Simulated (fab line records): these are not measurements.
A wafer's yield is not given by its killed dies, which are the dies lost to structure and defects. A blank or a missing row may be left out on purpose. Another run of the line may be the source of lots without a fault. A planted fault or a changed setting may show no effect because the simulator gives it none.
fab line records	flow berkeleyCmos170
[record] lots = 5	wafers = 23
route steps=331 shown ZERO@12 NWELL@28 PWELL@39 FIELD@90 SCREENOX@101 PVT@122 GATE@125 NLDD@161 PSD@183
startH: hours from the record's first day to the start of the lot's first wafer shown	waitH: time in hours since the lot's previous step	" unchanged from the row above	L1.1+2: one row covering several wafers at once	- no value present, or no start provided	* or withheld: withheld	< > ~ a bound
route shown NAME@n: names a module that has steps shown in the file, with the first one's number in the route	usual: mean/standard deviation of fault-free wafers	same: alike in all rows	chamber/n: place in a boat	sites: readings site by site	_std_site: how widely they spread, as a standard deviation	_edge_site: mean of outer sites minus mean of inner sites	radiusMm: for every site, how far away it sits from the centre of the wafer	mask NAME#n: copy n	behind: the most recent tool/chamber to have shaped the wafer	hold: the reason the lot was held/the length of the hold in hours/how it ended	device: which transistor (n, p or np) failed to switch	end of line: the route-end tests of the same wafers	a step given without rows: its recipe and nothing more	killed: the dies lost at the first sort to structure and to defects; this is not the yield of the wafer	map: a wafer's dies, x killed, . not, _ none there
set.NAME: the setting as run; set.NAME@STEP: as run at that earlier step	model.NAME: the simulator's own value behind a step, which no gauge read
lots with deliberately changed settings; one table per step, one row per wafer
[[steps]]
[step UCB170_ZERO_ETCH_06]
[recipe] chemistry = CHF3/CF4/Ar	target = SiO2	timeS = 12	pressureMtorr = 100	rfW = 500	CHF3_flow_sccm = 50	cf4FlowSccm = 10	Ar_flow_sccm = 120	overEtchFrac = 1.58
[usual] oesProductAu = 0.620/0.012
lot.wafer	tool	chamber	startH	waitH	set.overEtchFrac	oesProductAu
L077.1	rieDiel-03	2	33.76	-	1.947	0.578
L077.2	"	1	"	"	1.947	0.588
L077.3	"	3	"	"	1.58	0.625
L077.4	"	0	"	"	1.58	0.613
L077.6	"	1	"	"	1.58	0.612
L076.1	rieDiel-04	3	34.09	-	1.58	0.630
L076.3	"	2	"	"	1.201	0.663
L076.4	"	3	"	"	1.58	0.627
L076.5	"	1	"	"	1.201	0.668
L076.6	"	2	"	"	1.201	0.660
L079.2	rieDiel-04	2	51.17	-	1.84	0.604
L079.3	"	3	"	"	1.84	0.607
L079.4	"	0	"	"	1.84	0.614
L079.5	"	2	"	"	1.58	0.618
L079.6	"	1	"	"	1.58	0.632
L082.2	rieDiel-03	0	60.09	-	1.58	0.608
L082.3	"	1	"	"	1.58	0.605
L082.6	"	0	"	"	1.58	0.610
L084.1	rieDiel-04	3	68.43	-	1.58	0.629
L084.3	"	2	"	"	1.58	0.623
L084.4	"	1	"	"	1.58	0.616
L084.5	"	3	"	"	1.58	0.627
L084.6	"	0	"	"	1.58	0.641
[step UCB170_NWELL_IMPLANT_14]
[recipe] species = P	doseCm2 = 1e+13	energyKev = 150	tiltDeg = 7
lot.wafer	tool	chamber	startH	waitH	set.energyKev	model.implant.rpNm	model.implant.drpNm
L076.1+3+4	implanter-04	0	47.87	0.1	150	189.9	62.72
L076.5+6	"	0	"	"	141.6	178.8	59.95
L077.1+6	implanter-01	0	48.07	0.1	145.5	184.8	61.25
L077.2+3+4	"	0	"	"	150	190.7	62.72
L079.2+4+6	implanter-02	0	64.89	0.1	143.7	180.2	60.65
L079.3+5	"	0	"	"	150	188.5	62.72
L082.2+3+6	implanter-04	0	74.47	0.1	150	187.1	62.72
L084.1+4+6	implanter-04	0	82.85	0.1	144.2	183	60.82
L084.3+5	"	0	"	"	150	190.6	62.72
[step UCB170_PWELL_CVD_05]
[recipe] material = Si3N4	targetThkNm = 220	tempC = 800	precursor = SiH2Cl2/NH3	timeS = 3300	pressureMtorr = 200	sih2cl2FlowSccm = 25	nh3FlowSccm = 75
lot.wafer	tool	chamber	startH	waitH	set.tempC	model.Si3N4_of_PWELL_CVD_05.thkNm
L076.1	-	-	-	-	800	215.6
L076.3	"	-	"	"	800	219.3
L076.4	"	-	"	"	800	218.9
L076.5	"	-	"	"	800	215.8
L076.6	"	-	"	"	800	218.1
L077.1	-	-	-	-	814.3	285
L077.2	"	-	"	"	814.3	286.4
L077.3	"	-	"	"	814.3	282.9
L077.4	"	-	"	"	814.3	284.5
L077.6	"	-	"	"	814.3	285.5
L079.2+3	-	-	-	-	819.6	309.7
L079.4	"	-	"	"	819.6	308.8
L079.5	"	-	"	"	819.6	310.4
L079.6	"	-	"	"	819.6	308.7
L082.2	lpcvd-02	0	90.96	0.0	800	223.6
L082.3	"	0	"	"	800	224.7
L082.6	"	0	"	"	800	225.7
L084.1	-	-	-	-	807.5	252.1
L084.3	"	-	"	"	807.5	248.8
L084.4	"	-	"	"	807.5	251.6
L084.5+6	"	-	"	"	807.5	251
[step UCB170_PWELL_THK_MEAS_06]
[recipe] reads = Si3N4_of_PWELL_CVD_05
[usual] PWELL_NITRIDE_THK = 220.7/2.8
lot.wafer	tool	chamber	startH	waitH	set.tempC@PWELL_CVD_05	PWELL_NITRIDE_THK[nm]
L076.1	filmMetro-01	-	-	-	800	215.6
L076.3	"	-	"	"	800	219.2
L076.4	"	-	"	"	800	219.0
L076.5	"	-	"	"	800	215.8
L076.6	"	-	"	"	800	218.1
L077.1	filmMetro-02	-	-	-	814.3	284.9
L077.2	"	-	"	"	814.3	286.4
L077.3	"	-	"	"	814.3	283.0
L077.4	"	-	"	"	814.3	284.5
L077.6	"	-	"	"	814.3	285.6
L079.2	filmMetro-01	-	-	-	819.6	309.6
L079.3	"	-	"	"	819.6	309.5
L079.4	"	-	"	"	819.6	308.9
L079.5	"	-	"	"	819.6	310.6
L079.6	"	-	"	"	819.6	309.0
L082.2	filmMetro-04	-	92.89	0.0	800	223.7
L082.3	"	-	"	"	800	224.8
L082.6	"	-	"	"	800	225.8
L084.1	filmMetro-02	-	-	-	807.5	252.0
L084.3	"	-	"	"	807.5	248.9
L084.4	"	-	"	"	807.5	251.6
L084.5	"	-	"	"	807.5	251.3
L084.6	"	-	"	"	807.5	250.7
[step UCB170_PWELL_IMPLANT_15]
[recipe] species = B	doseCm2 = 5e+12	energyKev = 60	tiltDeg = 7
lot.wafer	tool	chamber	startH	waitH	set.energyKev	model.implant.drpNm
L077.1+2+3	implanter-03	0	66.84	0.1	60.92	65.22
L077.4+6	"	0	"	"	60	64.7
L076.1+3+4+5+6	implanter-04	0	67.57	0.1	60	64.7
L079.2+5+6	implanter-02	0	91.18	0.1	58.45	63.8
L079.3+4	"	0	"	"	60	64.7
L082.2+3+6	implanter-04	0	94.82	0.1	60	64.7
L084.1+6	implanter-04	0	99.13	0.1	60	64.7
L084.3+4+5	"	0	"	"	61.13	65.34
[step UCB170_FIELD_OXIDATION_01]
[recipe] tempC = 1000	ambient = H2O	pH2oTorr = 584.62	targetThkA = 5583	oxTimeS = 7200
lot.wafer	tool	chamber	startH	waitH	set.tempC	model.SiO2_of_FIELD_OXIDATION_01.thkNm
L076.1	-	-	-	5.0	1027	674.9
L076.3	"	-	"	"	1027	658.9
L076.4	"	-	"	"	1027	661.4
L076.5	"	-	"	"	1027	662.9
L076.6	"	-	"	"	1027	657.2
L077.1	-	-	-	5.5	1015	639.6
L077.2	"	-	"	"	1015	639.9
L077.3	"	-	"	"	1015	640.9
L077.4	"	-	"	"	1015	647.8
L077.6	"	-	"	"	1015	637.3
L079.2	-	-	-	2.0	1028	659.4
L079.3	"	-	"	"	1028	658.1
L079.4	"	-	"	"	1028	673.2
L079.5	"	-	"	"	1028	654
L079.6	"	-	"	"	1028	657.2
L082.2	furnace-02	0	138.66	2.6	1000	567.1
L082.3	"	0	"	"	1000	573
L082.6	"	0	"	"	1000	569.4
L084.1	-	-	-	3.0	1000	565.3
L084.3	"	-	"	"	1000	569.5
L084.4	"	-	"	"	1000	567.9
L084.5	"	-	"	"	1000	569.7
L084.6	"	-	"	"	1000	573
[step UCB170_FIELD_THK_MEAS_02]
[recipe] reads = SiO2_of_FIELD_OXIDATION_01
[usual] FIELD_OXIDE_THK = 565/12
lot.wafer	tool	chamber	startH	waitH	set.tempC@FIELD_OXIDATION_01	FIELD_OXIDE_THK[nm]
L077.1	filmMetro-04	-	-	-	1015	639
L077.2	"	-	"	"	1015	640
L077.3	"	-	"	"	1015	641
L077.4	"	-	"	"	1015	648
L077.6	"	-	"	"	1015	637
L076.1	filmMetro-02	-	-	-	1027	674
L076.3	"	-	"	"	1027	659
L076.4	"	-	"	"	1027	661
L076.5	"	-	"	"	1027	663
L076.6	"	-	"	"	1027	657
L079.2	filmMetro-02	-	-	-	1028	659
L079.3	"	-	"	"	1028	658
L079.4	"	-	"	"	1028	673
L079.5	"	-	"	"	1028	654
L079.6	"	-	"	"	1028	657
L084.1	filmMetro-04	-	-	-	1000	566
L084.3	"	-	"	"	1000	569
L084.4	"	-	"	"	1000	568
L084.5	"	-	"	"	1000	569
L084.6	"	-	"	"	1000	573
L082.2	filmMetro-02	-	141.67	0.0	1000	567
L082.3	"	-	"	"	1000	573
L082.6	"	-	"	"	1000	569
[step UCB170_FIELD_ANNEAL_03]
[recipe] tempC = 1000	timeS = 1200	ambient = N2
[step UCB170_FIELD_WET_ETCH_04]
[recipe] chemistry = dHF	dilution = 10:1	target = SiO2	tempC = 25	timeS = 60
lot.wafer	tool	chamber	startH	waitH	set.tempC@FIELD_OXIDATION_01	model.SiO2_of_FIELD_OXIDATION_01.thkNm
L076.1	wetBench-03	0	112.51	0.0	1027	641.4
L076.3	"	0	"	"	1027	625.4
L076.4	"	0	"	"	1027	627.7
L076.5	"	0	"	"	1027	629.7
L076.6	"	0	"	"	1027	623.6
L077.1	wetBench-04	2	112.51	0.0	1015	606.1
L077.2	"	2	"	"	1015	606.4
L077.3	"	2	"	"	1015	607.5
L077.4	"	2	"	"	1015	614.4
L077.6	"	2	"	"	1015	603.9
L079.2	wetBench-04	3	137.41	0.0	1028	626.7
L079.3	"	3	"	"	1028	625.2
L079.4	"	3	"	"	1028	640.2
L079.5	"	3	"	"	1028	621
L079.6	"	3	"	"	1028	624.3
L082.2	wetBench-03	3	147.88	0.0	1000	533.3
L082.3	"	3	"	"	1000	539.3
L082.6	"	3	"	"	1000	535.8
L084.1	wetBench-03	1	147.88	0.0	1000	532.8
L084.3	"	1	"	"	1000	537
L084.4	"	1	"	"	1000	535.3
L084.5	"	1	"	"	1000	537.3
L084.6	"	1	"	"	1000	540.4
[step UCB170_FIELD_WET_ETCH_05]
[recipe] chemistry = H3PO4	target = Si3N4	tempC = 160	timeS = 12600
[step UCB170_FIELD_WET_ETCH_06]
[recipe] chemistry = BOE	dilution = 5:1	target = SiO2	tempC = 25	timeS = 22
[step UCB170_FIELD_THK_MEAS_90]
[recipe] reads = SiO2_of_FIELD_OXIDATION_01
[usual] FIELD_OXIDE_LEFT_1_THK = 449/12
lot.wafer	tool	chamber	startH	waitH	set.tempC@FIELD_OXIDATION_01	FIELD_OXIDE_LEFT_1_THK[nm]
L077.1	filmMetro-02	-	116.10	0.0	1015	523
L077.2	"	-	"	"	1015	523
L077.3	"	-	"	"	1015	524
L077.4	"	-	"	"	1015	532
L077.6	"	-	"	"	1015	521
L076.1	filmMetro-04	-	116.18	0.0	1027	559
L076.3	"	-	"	"	1027	543
L076.4	"	-	"	"	1027	546
L076.5	"	-	"	"	1027	547
L076.6	"	-	"	"	1027	541
L079.2	filmMetro-02	-	141.29	0.0	1028	544
L079.3	"	-	"	"	1028	543
L079.4	"	-	"	"	1028	558
L079.5	"	-	"	"	1028	539
L079.6	"	-	"	"	1028	542
L082.2	filmMetro-01	-	151.81	0.1	1000	450
L082.3	"	-	"	"	1000	455
L082.6	"	-	"	"	1000	452
L084.1	filmMetro-01	-	151.86	0.1	1000	449
L084.3	"	-	"	"	1000	453
L084.4	"	-	"	"	1000	452
L084.5	"	-	"	"	1000	453
L084.6	"	-	"	"	1000	457
[step UCB170_SCREENOX_OXIDATION_01]
[recipe] tempC = 900	ambient = O2	targetThkA = 144	oxTimeS = 2400
lot.wafer	tool	chamber	startH	waitH	set.oxTimeS	model.SiO2_of_SCREENOX_OXIDATION_01.thkNm
L076.1	-	-	-	3.9	2614	15.03
L076.3	"	-	"	"	2614	15.33
L076.4	"	-	"	"	2614	14.99
L076.5	"	-	"	"	2614	15.27
L076.6	"	-	"	"	2614	14.98
L077.1	-	-	-	3.9	2266	13.66
L077.2	"	-	"	"	2266	13.87
L077.3	"	-	"	"	2266	13.67
L077.4	"	-	"	"	2266	13.79
L077.6	"	-	"	"	2266	13.55
L079.2	-	-	-	4.0	2277	13.74
L079.3	"	-	"	"	2277	13.87
L079.4	"	-	"	"	2277	13.85
L079.5	"	-	"	"	2277	13.7
L079.6	"	-	"	"	2277	13.92
L082.2	furnace-04	0	160.44	4.1	2400	13.97
L082.3	"	0	"	"	2400	14.19
L082.6	"	0	"	"	2400	14.27
L084.1	-	-	-	4.1	2519	15.14
L084.3	"	-	"	"	2519	14.9
L084.4	"	-	"	"	2519	14.92
L084.5	"	-	"	"	2519	14.72
L084.6	"	-	"	"	2519	14.95
[step UCB170_SCREENOX_THK_MEAS_02]
[recipe] reads = SiO2_of_SCREENOX_OXIDATION_01
[usual] SCREENOX_OXIDE_THK = 14.34/0.21
lot.wafer	tool	chamber	startH	waitH	set.oxTimeS@SCREENOX_OXIDATION_01	SCREENOX_OXIDE_THK[nm]
L076.1	filmMetro-02	-	-	-	2614	15.03
L076.3	"	-	"	"	2614	15.35
L076.4	"	-	"	"	2614	14.94
L076.5	"	-	"	"	2614	15.26
L076.6	"	-	"	"	2614	14.94
L077.1	filmMetro-03	-	-	-	2266	13.64
L077.2	"	-	"	"	2266	13.90
L077.3	"	-	"	"	2266	13.67
L077.4	"	-	"	"	2266	13.81
L077.6	"	-	"	"	2266	13.53
L079.2	filmMetro-01	-	-	-	2277	13.70
L079.3	"	-	"	"	2277	13.88
L079.4	"	-	"	"	2277	13.83
L079.5	"	-	"	"	2277	13.75
L079.6	"	-	"	"	2277	13.92
L082.2	filmMetro-02	-	162.12	0.0	2400	14.02
L082.3	"	-	"	"	2400	14.14
L082.6	"	-	"	"	2400	14.30
L084.1	filmMetro-01	-	-	-	2519	15.12
L084.3	"	-	"	"	2519	14.90
L084.4	"	-	"	"	2519	14.89
L084.5	"	-	"	"	2519	14.71
L084.6	"	-	"	"	2519	14.93
[step UCB170_PVT_IMPLANT_07]
[recipe] species = P	doseCm2 = 2e+12	energyKev = 30	tiltDeg = 7
lot.wafer	tool	chamber	startH	waitH	set.energyKev
L076.1+3+4+5+6	implanter-04	0	136.36	0.0	30
L077.1+2+3+4+6	implanter-04	0	136.70	0.0	30
L079.2+3+4	implanter-02	0	164.94	0.0	31.77
L079.5+6	"	0	"	"	30
L082.2+3+6	implanter-02	0	173.08	0.0	30
L084.1+3+4+5+6	implanter-01	0	173.29	0.0	30
[step UCB170_PVT_STRIP_08]
[recipe] chemistry = O2	powerW = 400	pressureMtorr = 3500	platenTempC = withheld	o2FlowSccm = 400	overashFraction = 0.5
[step UCB170_GATE_WET_ETCH_00]
[recipe] chemistry = dHF	dilution = 25:1	target = SiO2	tempC = 25	timeS = 200
[step UCB170_FIELD_THK_MEAS_91]
[recipe] reads = SiO2_of_FIELD_OXIDATION_01
[usual] FIELD_OXIDE_LEFT_2_THK = 361/12
lot.wafer	tool	chamber	startH	waitH	set.tempC@FIELD_OXIDATION_01	FIELD_OXIDE_LEFT_2_THK[nm]
L076.1	filmMetro-01	-	136.74	0.0	1027	471
L076.3	"	-	"	"	1027	455
L076.4	"	-	"	"	1027	458
L076.5	"	-	"	"	1027	460
L076.6	"	-	"	"	1027	454
L077.1	filmMetro-02	-	137.08	0.0	1015	434
L077.2	"	-	"	"	1015	435
L077.3	"	-	"	"	1015	435
L077.4	"	-	"	"	1015	443
L077.6	"	-	"	"	1015	432
L079.2	filmMetro-04	-	165.30	0.0	1028	456
L079.3	"	-	"	"	1028	455
L079.4	"	-	"	"	1028	470
L079.5	"	-	"	"	1028	450
L079.6	"	-	"	"	1028	454
L082.2	filmMetro-01	-	173.50	0.0	1000	362
L082.3	"	-	"	"	1000	368
L082.6	"	-	"	"	1000	365
L084.1	filmMetro-01	-	173.68	0.0	1000	360
L084.3	"	-	"	"	1000	364
L084.4	"	-	"	"	1000	363
L084.5	"	-	"	"	1000	364
L084.6	"	-	"	"	1000	368
[step UCB170_NLDD_EXPOSE_03]
[recipe] maskId = NSELECT	na = 0.5	sigmaOuter = 0.6	sourceShape = conventional	targetCdNm = 1200	doseMj = 30
lot.wafer	tool	chamber	startH	waitH	mask	set.doseMj
L077.1+3	krfScanner-01	0	-	-	NSELECT#0	30
L077.2+4+6	"	0	"	"	NSELECT#0	29.27
L076.1+3+4+5+6	krfScanner-02	0	-	-	NSELECT#0	30
L079.2+3+5	krfScanner-02	0	184.97	0.1	NSELECT#0	29.17
L079.4+6	"	0	"	"	NSELECT#0	30
L082.2+3+6	krfScanner-01	0	194.15	0.1	NSELECT#0	30
L084.1+5+6	krfScanner-01	0	-	-	NSELECT#0	30
L084.3+4	"	0	"	"	NSELECT#0	31.83
[step UCB170_NLDD_PEB_04]
[recipe] pebTempC = 130	pebTimeS = withheld	resist = KrF
[step UCB170_NLDD_DEVELOP_05]
[recipe] developer = TMAH	developTimeS = 45	resist = KrF	devTempC = 21
[step UCB170_NLDD_CD_MEAS_06]
[recipe] targetCdNm = 1200
[usual] cdNm = 1200.0/1.2
lot.wafer	tool	chamber	startH	waitH	set.doseMj@NLDD_EXPOSE_03	cdNm
L077.1	cdSem-02	-	159.04	-	30	1199.0
L077.2	"	-	"	"	29.27	1193.2
L077.3	"	-	"	"	30	1198.8
L077.4	"	-	"	"	29.27	1194.1
L077.6	"	-	"	"	29.27	1194.2
L076.1	cdSem-01	-	160.41	-	30	1200.2
L076.3	"	-	"	"	30	1201.7
L076.4	"	-	"	"	30	1201.8
L076.5	"	-	"	"	30	1201.6
L076.6	"	-	"	"	30	1200.6
L079.2	cdSem-02	-	185.42	-	29.17	1195.9
L079.3	"	-	"	"	29.17	1197.5
L079.4	"	-	"	"	30	1200.6
L079.5	"	-	"	"	29.17	1193.5
L079.6	"	-	"	"	30	1200.7
L082.2	cdSem-01	-	195.33	-	30	1198.2
L082.3	"	-	"	"	30	1199.8
L082.6	"	-	"	"	30	1198.5
L084.1	cdSem-01	-	195.71	-	30	1200.7
L084.3	"	-	"	"	31.83	1210.8
L084.4	"	-	"	"	31.83	1211.4
L084.5	"	-	"	"	30	1199.7
L084.6	"	-	"	"	30	1201.0
[step UCB170_NLDD_IMPLANT_09]
[recipe] species = As	doseCm2 = 5e+13	energyKev = 30	tiltDeg = 7	rotationDeg = 180
lot.wafer	tool	chamber	startH	waitH	set.energyKev	model.implant.rpNm	model.implant.drpNm
L077.1+3+4	implanter-03	0	159.35	0.1	29.32	21.42	9.452
L077.2+6	"	0	"	"	30	21.79	9.611
L076.1+5	implanter-03	0	160.72	0.1	30	21.14	9.611
L076.3+4+6	"	0	"	"	30.83	21.58	9.805
L079.2+6	implanter-01	0	185.73	0.1	28.6	21.02	9.283
L079.3+4+5	"	0	"	"	30	21.8	9.611
L082.2+3+6	implanter-03	0	195.64	0.1	30	21.13	9.611
L084.1+4+6	implanter-01	0	196.01	0.1	30	20.43	9.611
L084.3+5	"	0	"	"	31.25	21.08	9.903
[step UCB170_PSD_IMPLANT_08]
[recipe] species = B	doseCm2 = 3e+15	energyKev = 20	tiltDeg = 7
lot.wafer	tool	chamber	startH	waitH	set.doseCm2
L077.1+2+3+4+6	implanter-02	0	166.29	0.0	3e+15
L076.1+3+4+5+6	implanter-02	0	166.77	0.0	3e+15
L079.2+3	implanter-03	0	192.13	0.0	3e+15
L079.4+5+6	"	0	"	"	3.111e+15
L082.2+3+6	implanter-01	0	204.96	0.0	3e+15
L084.1+3+6	implanter-03	0	205.26	0.0	3e+15
L084.4+5	"	0	"	"	2.917e+15
[step UCB170_PSD_STRIP_09]
[recipe] chemistry = O2	powerW = 400	pressureMtorr = 3500	platenTempC = withheld	o2FlowSccm = 400	overashFraction = 0.5
[usual] stripTimeToEndpointS = 29.40/0.07
lot.wafer	tool	chamber	startH	waitH	set.doseCm2@PSD_IMPLANT_08	stripTimeToEndpointS
L077.1	plasmaAsher-01	1	166.44	0.1	3e+15	29.41
L077.2	"	0	"	"	3e+15	29.48
L077.3	"	1	"	"	3e+15	29.40
L077.4	"	0	"	"	3e+15	29.30
L077.6	"	1	"	"	3e+15	29.35
L076.1	plasmaAsher-01	0	166.92	0.1	3e+15	29.31
L076.3	"	0	"	"	3e+15	29.35
L076.4	"	1	"	"	3e+15	29.40
L076.5	"	0	"	"	3e+15	29.43
L076.6	"	1	"	"	3e+15	29.40
L079.2	plasmaAsher-02	0	192.26	0.1	3e+15	29.34
L079.3	"	1	"	"	3e+15	29.37
L079.4	"	0	"	"	3.111e+15	29.77
L079.5	"	1	"	"	3.111e+15	29.76
L079.6	"	0	"	"	3.111e+15	29.81
L082.2	plasmaAsher-02	0	205.08	0.1	3e+15	29.38
L082.3	"	0	"	"	3e+15	29.34
L082.6	"	0	"	"	3e+15	29.37
L084.1	plasmaAsher-01	1	205.41	0.1	3e+15	29.38
L084.3	"	0	"	"	3e+15	29.41
L084.4	"	1	"	"	2.917e+15	29.09
L084.5	"	1	"	"	2.917e+15	29.04
L084.6	"	0	"	"	3e+15	29.38
[step UCB170_PSD_TW_MEAS_10]
[usual] PSD_TW = 2346/12
lot.wafer	tool	chamber	startH	waitH	set.doseCm2@PSD_IMPLANT_08	PSD_TW
L077.1	filmMetro-02	-	166.54	0.1	3e+15	2331
L077.2	"	-	"	"	3e+15	2336
L077.3	"	-	"	"	3e+15	2335
L077.4	"	-	"	"	3e+15	2337
L077.6	"	-	"	"	3e+15	2334
L076.1	filmMetro-03	-	167.02	0.1	3e+15	2349
L076.3	"	-	"	"	3e+15	2360
L076.4	"	-	"	"	3e+15	2360
L076.5	"	-	"	"	3e+15	2362
L076.6	"	-	"	"	3e+15	2359
L079.2	filmMetro-03	-	192.37	0.1	3e+15	2359
L079.3	"	-	"	"	3e+15	2353
L079.4	"	-	"	"	3.111e+15	2390
L079.5	"	-	"	"	3.111e+15	2382
L079.6	"	-	"	"	3.111e+15	2392
L082.2	filmMetro-02	-	205.19	0.1	3e+15	2325
L082.3	"	-	"	"	3e+15	2335
L082.6	"	-	"	"	3e+15	2345
L084.1	filmMetro-03	-	205.51	0.1	3e+15	2356
L084.3	"	-	"	"	3e+15	2359
L084.4	"	-	"	"	2.917e+15	2340
L084.5	"	-	"	"	2.917e+15	2347
L084.6	"	-	"	"	3e+15	2366
[[key]]
[split] step = UCB170_ZERO_ETCH_06	setting = overEtchFrac	stated = 1.58	by = wafer
[response] step = UCB170_ZERO_ETCH_06	reading = oesProductAu	change = -0.00137	per = 1%	r = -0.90
[split] step = UCB170_NWELL_IMPLANT_14	setting = energyKev	stated = 150	by = wafer
[response] step = UCB170_NWELL_IMPLANT_14	reading = model.implant.rpNm	change = +1.98	per = 1%	r = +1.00
[response] step = UCB170_NWELL_IMPLANT_14	reading = model.implant.drpNm	change = +0.493	per = 1%	r = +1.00
[split] step = UCB170_PWELL_CVD_05	setting = tempC	stated = 800	by = lot
[response] step = UCB170_PWELL_CVD_05	reading = model.Si3N4_of_PWELL_CVD_05.thkNm	change = +36.5	per = 1%	r = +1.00
[response] step = UCB170_PWELL_THK_MEAS_06	reading = PWELL_NITRIDE_THK	change = +36.5	per = 1%	r = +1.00
[split] step = UCB170_PWELL_IMPLANT_15	setting = energyKev	stated = 60	by = wafer
[response] step = UCB170_PWELL_IMPLANT_15	reading = model.implant.drpNm	change = +0.344	per = 1%	r = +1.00
[split] step = UCB170_FIELD_OXIDATION_01	setting = tempC	stated = 1000	by = lot
[response] step = UCB170_FIELD_OXIDATION_01	reading = model.SiO2_of_FIELD_OXIDATION_01.thkNm	change = +33.5	per = 1%	r = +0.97
[response] step = UCB170_FIELD_THK_MEAS_02	reading = FIELD_OXIDE_THK	change = +33.4	per = 1%	r = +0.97
[response] step = UCB170_FIELD_WET_ETCH_04	reading = model.SiO2_of_FIELD_OXIDATION_01.thkNm	change = +33.4	per = 1%	r = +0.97
[response] step = UCB170_FIELD_THK_MEAS_90	reading = FIELD_OXIDE_LEFT_1_THK	change = +34	per = 1%	r = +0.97
[response] step = UCB170_FIELD_THK_MEAS_91	reading = FIELD_OXIDE_LEFT_2_THK	change = +34.1	per = 1%	r = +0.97
[split] step = UCB170_SCREENOX_OXIDATION_01	setting = oxTimeS	stated = 2400	by = lot
[response] step = UCB170_SCREENOX_OXIDATION_01	reading = model.SiO2_of_SCREENOX_OXIDATION_01.thkNm	change = +0.101	per = 1%	r = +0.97
[response] step = UCB170_SCREENOX_THK_MEAS_02	reading = SCREENOX_OXIDE_THK	change = +0.0991	per = 1%	r = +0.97
[split] step = UCB170_PVT_IMPLANT_07	setting = energyKev	stated = 30	by = wafer
response none clear
[split] step = UCB170_NLDD_EXPOSE_03	setting = doseMj	stated = 30	by = wafer
[response] step = UCB170_NLDD_CD_MEAS_06	reading = cdNm	change = +1.79	per = 1%	r = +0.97
[split] step = UCB170_NLDD_IMPLANT_09	setting = energyKev	stated = 30	by = wafer
[response] step = UCB170_NLDD_IMPLANT_09	reading = model.implant.rpNm	change = +0.162	per = 1%	r = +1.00
[response] step = UCB170_NLDD_IMPLANT_09	reading = model.implant.drpNm	change = +0.0702	per = 1%	r = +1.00
[split] step = UCB170_PSD_IMPLANT_08	setting = doseCm2	stated = 3e+15	by = wafer
[response] step = UCB170_PSD_STRIP_09	reading = stripTimeToEndpointS	change = *	per = 1%	r = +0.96
[response] step = UCB170_PSD_TW_MEAS_10	reading = PSD_TW	change = +7.67	per = 1%	r = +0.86
